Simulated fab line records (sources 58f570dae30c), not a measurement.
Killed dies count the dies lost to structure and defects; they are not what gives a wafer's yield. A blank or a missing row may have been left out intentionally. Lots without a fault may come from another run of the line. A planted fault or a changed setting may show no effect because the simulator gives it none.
Problem report, 8D (eight disciplines) form, completed by code :: flow berkeley cmos170 :: the parts of the form that need people (team, actions taken, sign-off) are left out

## 1. WHAT WENT WRONG
Wafers without a fault read 277.8 s, standard deviation 0.38; run length s at UCB170_V1_CVD_00 reads a mean of 268.1 s on 6 wafers belonging to 2 lots. Measured from the usual mean, that is -26 standard deviations.
The step: deposits SiO2 from TEOS/O2, target thk 2000 nm, time 250 s.
First observed at day 10 00:32: wafer L873.1, on pecvd-01. The record has a number at this step for 18 wafers belonging to 6 lots. Rule for "out", or "out of limits": more than 4 standard deviations from the usual mean. The other wafers with a number count as sound.

## 2. WHAT THIS IS AND IS NOT
question: which readings at this step
is: run length s
is not: heater power w, pressure mtorr

question: which lots
is: L873, L876
is not: L868, L871, L880, L886

question: which wafers of those lots
is: all that have a number
is not: -

question: read on which tools
is: pecvd-01
is not: pecvd-03, pecvd-04

question: when
is: from day 10 00:32
is not: up to then (6 sound wafers); but 6 sound wafers of L880, L886 came after

## 3. THE SUSPECTS, EACH WITH WHAT RULES IT OUT
Counting: any tool at a process step up to the reading is kept as a suspect provided that every lot that is out went through it and no sound lot did after the first of them.
- rie metal-03 at UCB170_M1_METAL_ETCH_12 (etches Al in Cl2/BCl3, stops on PSG, target depth 780 nm, time 130 s): ruled out as a lasting fault. Sound lots L880 ran on it after its first lot that is out, L873 (day 9 22:14).
- plasma asher-02 at UCB170_M1_STRIP_13 (strips in O2): ruled out as a lasting fault. Sound lots L880 ran on it after its first lot that is out, L873 (day 9 22:31).
- pecvd-01 at UCB170_V1_CVD_00 (deposits SiO2 from TEOS/O2, target thk 2000 nm, time 250 s): kept. It ran every lot that is out, first L873 (day 10 00:32), and no sound lot after that; its last sound lot up to then is L871 (day 9 21:52). Its own run length s readings are out on those wafers.
After counting, what remains is pecvd-01 at UCB170_V1_CVD_00.

## 4. THE CAUSE (what the simulator had put in)
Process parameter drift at UCB170_V1_CVD_00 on pecvd-01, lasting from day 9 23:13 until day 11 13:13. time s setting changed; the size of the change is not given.
After counting, this tool was the only one left.

## 5. THE EFFECT CHAIN, in route order
Each row: a reading whose mean over the struck wafers that have a number lies more than 3 standard deviations from the usual. Only readings whose record carries a usual standard deviation are examined. hours: median over the lots of the time between each lot's start at the first step of this table that gives one and its start at this step. sigmas: the change, counted in usual standard deviations.
hours: 0
step: UCB170_V1_CVD_00
reading: run length s
usual: 277.8 s
on struck wafers: 268.1
change: -9.8
sigmas: -26
Process steps it contains:
- UCB170_V1_CVD_00: deposits SiO2 from TEOS/O2, target thk 2000 nm, time 250 s.
Later steps that measure or inspect, where all struck wafers having a row at the step show a number for every such reading and not one has moved that far: UCB170_V1_THK_MEAS_01.

## 6. HOW IT WOULD HAVE BEEN CAUGHT EARLIER
In this record the first reading out of limits was taken at day 10 00:32, 1 hour after the fault began at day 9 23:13.
